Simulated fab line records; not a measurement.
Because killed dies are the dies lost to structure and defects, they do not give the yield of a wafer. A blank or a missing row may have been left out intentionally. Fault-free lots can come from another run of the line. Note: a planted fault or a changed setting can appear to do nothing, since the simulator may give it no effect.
Which tool is to blame? ; flow berkeley cmos170 ; 21 wafers from 7 lots sampled at 3 of the route's 331 steps

WHAT EACH GAUGE READ, for each wafer
UCB170_M2_OVL_MEAS_16.
lot;measured;on;M2_OVL (nm)
L923;day 8 11:13;overlay-01;-2 -2 -7
L927;day 9 15:08;overlay-02;-2 1 1
L930;day 10 06:20;overlay-01;-4 -4 -7
L932;day 10 04:15;overlay-02;-2 -3 -1
L938;day 12 00:54;overlay-01;-7 -5 -7
L940;day 12 04:46;overlay-01;-7 -9 2
L944;day 13 21:14;overlay-01;5 2 -1

WHICH TOOL RAN EACH LOT (tool, then ch and the chambers of the sampled wafers, then the start)
lot;UCB170_SACOX_OXIDATION_01;UCB170_SILICIDE_RTA_04
L923;furnace-01 ch 0, day 5 08:16;rtp anneal-02 ch 0, day 7 16:26
L927;furnace-02 ch 0, day 6 17:41;rtp anneal-02 ch 0, day 8 22:59
L930;furnace-04 ch 0, day 7 03:15;rtp anneal-02 ch 0, day 9 13:05
L932;furnace-04 ch 0, day 7 03:15;rtp anneal-02 ch 0, day 9 12:10
L938;furnace-02 ch 0, day 9 03:04;rtp anneal-02 ch 0, day 11 11:52
L940;furnace-04 ch 0, day 9 13:36;rtp anneal-02 ch 0, day 11 13:13
L944;furnace-01 ch 0, day 11 00:01;rtp anneal-02 ch 0, day 13 02:05
- UCB170_SACOX_OXIDATION_01: target thk 14.4 nm, ox time 2400 s.
- UCB170_SILICIDE_RTA_04: time 15 s.

THE ANSWER, worked out from the rows above alone
Rule: what is usual is taken from the lots themselves. The widest of any qualifying gaps counts: lots, ordered by their means at a reading, are off when they make up no more than a third of the lots, leave a main group of 4 or more, and stand apart from it by 3 or more times the standard deviation of that group's means. If all means in a main group match to the digits the tables above print for the reading, that group is not used. Also off: a lot with no number at a reading for which 4 or more lots have one. All remaining lots with rows at the step are treated as sound.
None of the lots is off at any reading shown; this tells nothing.

WHAT THE SIMULATOR PUT IN
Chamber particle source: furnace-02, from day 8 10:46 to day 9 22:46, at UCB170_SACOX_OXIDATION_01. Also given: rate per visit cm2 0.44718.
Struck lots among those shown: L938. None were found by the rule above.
